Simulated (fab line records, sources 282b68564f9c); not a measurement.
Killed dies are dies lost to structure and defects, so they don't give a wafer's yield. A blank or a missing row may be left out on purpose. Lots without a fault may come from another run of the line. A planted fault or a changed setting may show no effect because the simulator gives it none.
Problem report in the 8D (eight disciplines) form, filled by code | flow rit_cmos | the parts of the form that need people (team, actions taken, sign-off) are left out

1. THE PROBLEM
ACTIVE_NITRIDE_THK at RIT_ACTIVE_THK_MEAS_04 reads a mean of 121.0 nm on 6 wafers of 2 lots; wafers without a fault read 149.4 nm with a standard deviation of 1.4. That is -20 standard deviations from the usual mean.
First seen on wafer L976.4, day 3 12:46, on film_metro-01. The record holds 42 wafers of 14 lots with a number at this step. Rule for "out", or "out of limits": more than 4 standard deviations from the usual mean. The other wafers with a number count as sound.

2. WHAT IT IS AND WHAT IT IS NOT
question                    | is                           | is not
which readings at this step | ACTIVE_NITRIDE_THK           | -
which lots                  | L976, L980                   | L967, L968, L969, L970, L971, L972, L973, L974, L984, L985, L987, L990
which wafers of those lots  | all that have a number       | -
read on which gauges        | film_metro-01, film_metro-04 | film_metro-02
when                        | from day 3 12:46             | up to then (24 sound wafers); but 12 sound wafers of L984, L985, L987, L990 came after

3. SUSPECTS, AND WHAT RULES EACH OUT
Counting: a tool at a process step up to the reading stays a suspect if it ran every lot that is out and no sound lot after the first of them.
- the gauge at RIT_ACTIVE_THK_MEAS_04: ruled out. The wafers that are out were read on 2 gauges (film_metro-01, film_metro-04).
- lpcvd-01 at RIT_ACTIVE_CVD_03 (deposits Si3N4 from SiH2Cl2/NH3, target thk 150 nm, time 1500 s): kept. It ran every lot that is out, first L976 (day 3 11:19), and no sound lot after that; its last sound lot up to then is L974 (day 2 23:43). Its own readings are out on those wafers: pressure_mtorr.
Left after counting: lpcvd-01 at RIT_ACTIVE_CVD_03.

4. THE CAUSE (what the simulator had put in)
Process parameter drift: lpcvd-01, from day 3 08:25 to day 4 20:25, at RIT_ACTIVE_CVD_03. Setting pressure_mtorr, moved by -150, from 300. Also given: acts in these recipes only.
Counting left only this tool.

5. THE CHAIN OF EFFECTS, in route order
Each row: a reading whose mean over the struck wafers that have a number lies more than 3 standard deviations from the usual. Only readings for which the record gives a usual standard deviation are gone through. hours: the time from each lot's start at the first step in this table that gives one to its start at this step, as a median over the lots. sigmas: the change in usual standard deviations.
hours | step                   | reading            | usual       | on struck wafers | change | sigmas
0     | RIT_ACTIVE_CVD_03      | pressure_mtorr     | 299.9 mTorr | 150.0            | -149.9 | -99 or more
1     | RIT_ACTIVE_THK_MEAS_04 | ACTIVE_NITRIDE_THK | 149.4 nm    | 121.0            | -28.4  | -20
3     | RIT_ACTIVE_ETCH_13     | oes_product_au     | 0.818 a.u.  | 0.740            | -0.078 | -5.6
The process steps in it:
- RIT_ACTIVE_CVD_03: deposits Si3N4 from SiH2Cl2/NH3, target thk 150 nm, time 1500 s.
- RIT_ACTIVE_ETCH_13: etches Si3N4 in SF6, stops on SiO2, time 210 s, target depth 210 nm.

6. WHAT WOULD HAVE CAUGHT IT SOONER
In this record the first reading out of limits at a measuring or inspecting step was taken at day 3 12:46, 4 hours after the fault began at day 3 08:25.
The tool's own readings at RIT_ACTIVE_CVD_03 were out on every struck wafer that the step has a row for (pressure_mtorr): an alarm limit on them would have fired on the first of those.
Of the lots that are out (2), L980 began RIT_ACTIVE_CVD_03 on lpcvd-01 after day 3 12:46. A hold on the tool at that time would have spared it.
